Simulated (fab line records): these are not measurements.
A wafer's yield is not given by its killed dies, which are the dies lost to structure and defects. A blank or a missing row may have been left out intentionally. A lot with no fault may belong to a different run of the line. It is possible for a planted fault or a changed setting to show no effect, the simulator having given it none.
One fault seen from 2 desks	flow berkeleyCmos170	every desk sees just its own numbers, and what lay behind them comes last

== FOR THE TOOL OWNER'S DESK: implanter-01 ==
The tool's own readings at UCB170_NSD_IMPLANT_08: means of the sampled wafers that have a number, for each lot that ran on this tool. The brackets show how far a lot's mean lies from the usual mean; more than 4 standard deviations puts the lot out of limits, marked OUT.
Columns: A = beamOnS at UCB170_NSD_IMPLANT_08, usual 10.00 s; B = doseIonsCm2 at UCB170_NSD_IMPLANT_08, usual 3e+15; C = faradayCurrentUA at UCB170_NSD_IMPLANT_08, usual 9256
lot	first seen here	A	B	C
L656	day 6 19:36	9.92	3e+15	9334
L659	day 8 09:44	10.05	3e+15	9242
L660	day 8 09:55	9.90	3e+15	9344
L663	day 8 11:07	9.95	3e+15	9282
L664	day 8 11:11	10.10	3e+15	9154
L665	day 8 21:24	9.90	3e+15	9337
L666	day 8 21:36	9.95	3e+15	9296
L670	day 10 03:45	10.05	3e+15	9209
L672	day 10 17:59	13.02 (+16) OUT	4e+15 (+99 or more) OUT	10516 (+7.0) OUT
L674	day 10 18:14	13.32 (+17) OUT	4e+15 (+99 or more) OUT	10276 (+5.7) OUT
L676	day 11 06:53	13.22 (+17) OUT	4e+15 (+99 or more) OUT	10368 (+6.2) OUT
This desk finds L672, L674, L676 out of limits, L672 being first, at day 10 17:59 (beamOnS at UCB170_NSD_IMPLANT_08). In limits: L656, L659, L660, L663, L664, L665, L666, L670.

== METROLOGY DESK ==
Means of the sampled wafers that have a number, per lot and without regard to the tool the lot ran on: this is what the gauges read. The brackets show how far a lot's mean lies from the usual mean; more than 4 standard deviations puts the lot out of limits, marked OUT.
Columns: A = NSD_TW at UCB170_NSD_TW_MEAS_10, usual 4211; B = NSD_RS at UCB170_SDANNEAL_RS_MEAS_03, usual 37.25 ohm/sq
lot	first seen here	A	B
L655	day 6 19:47	4185	37.15
L656	day 6 19:50	4237	37.30
L654	day 6 19:58	4210	37.19
L657	day 7 08:04	4213	37.08
L659	day 8 09:59	4185	37.21
L660	day 8 10:09	4251	37.25
L663	day 8 11:19	4229	37.20
L664	day 8 11:26	4186	37.32
L665	day 8 21:38	4198	37.14
L666	day 8 21:48	4238	37.20
L670	day 10 04:00	4184	37.21
L675	day 10 17:49	4216	37.36
L672	day 10 18:13	4370 (+5.7) OUT	32.21 (-57) OUT
L674	day 10 18:29	4360 (+5.3) OUT	32.20 (-57) OUT
L676	day 11 07:08	4374 (+5.8) OUT	32.22 (-57) OUT
This desk reports L672, L674, L676 out of limits; the earliest was L672 at day 10 18:13 (NSD_TW at UCB170_NSD_TW_MEAS_10). In limits: L655, L656, L654, L657, L659, L660, L663, L664, L665, L666, L670, L675.

== ALL TOGETHER ==
The tool owner's desk could have raised an alarm at day 10 17:59, on L672, L674, L676.
On L672, L674, L676, the metrology desk was in a position to raise an alarm at day 10 18:13.
Every lot named ran UCB170_NSD_IMPLANT_08 on implanter-01.

== WHAT THE SIMULATOR HAD PUT IN ==
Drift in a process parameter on implanter-01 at UCB170_NSD_IMPLANT_08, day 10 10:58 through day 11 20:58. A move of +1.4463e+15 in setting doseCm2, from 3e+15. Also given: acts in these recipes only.
Struck lots among those shown: L672, L674, L676.
Counting hours from when the fault started, the first reading out of limits came at 7 for the tool owner's desk and at 7 for the metrology desk.
